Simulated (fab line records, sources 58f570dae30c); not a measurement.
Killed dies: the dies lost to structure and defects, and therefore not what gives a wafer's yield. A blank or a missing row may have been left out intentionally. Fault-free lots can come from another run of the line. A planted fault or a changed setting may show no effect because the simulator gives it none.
Chamber matching    flow berkeley cmos170    cmp-01 running UCB170_V1_CMP_02: 4 sister chambers
The step polishes SiO2. 14 wafers are shown with their chamber, then 7 later ones without.

## WAFERS PAIRED WITH THEIR CHAMBERS
wafer   chamber  motor current A (A)
L646.3  0        18.9
L646.4  1        16.7
L646.5  2        16.0
L653.3  1        16.3
L653.4  0        18.3
L653.5  1        17.3
L652.2  2        16.6
L652.5  2        16.7
L652.6  3        15.7
L656.1  1        16.1
L656.2  3        16.1
L656.5  1        17.3
L666.3  3        16.1
L666.4  0        17.7

SIGNATURES, as means of the wafers listed above
reading          chamber 0  chamber 1  chamber 2  chamber 3  scatter within a chamber
motor current A  18.300     16.740     16.433     15.967     0.484
Rule: for a wafer and a chamber, the distance is found by dividing, reading by reading, the gap between the wafer's reading and the chamber's mean by the reading's scatter, squaring, summing and taking the root. If the next closest chamber is less than 2 further off than the closest, the wafer can't be placed; otherwise it belongs to the closest. How the scatter is found: for the shown wafers, subtract from each reading the mean of its chamber, square and add these, divide the total by (wafers less chambers), then take the root.

## WAFERS MISSING THEIR CHAMBER
wafer   motor current A (A)
L666.5  16.1
L669.1  19.9
L669.2  16.1
L669.5  15.6
L668.1  16.1
L668.2  17.2
L668.5  18.9

## THE CHAMBER EACH PASSED THROUGH
wafer   from the rows above                in truth
L666.5  can't be placed: 3 or 2 or 1       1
L669.1  0                                  0
L669.2  can't be placed: 3 or 2 or 1       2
L669.5  can't be placed: 3 or 2 or 1       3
L668.1  can't be placed: 3 or 2 or 1       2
L668.2  can't be placed: 1 or 2 or 0 or 3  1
L668.5  0                                  0
2 of 7 placed correctly. Can't be placed from these rows: 5 (the true chamber is among the candidates in 5). Number placed wrongly: 0.
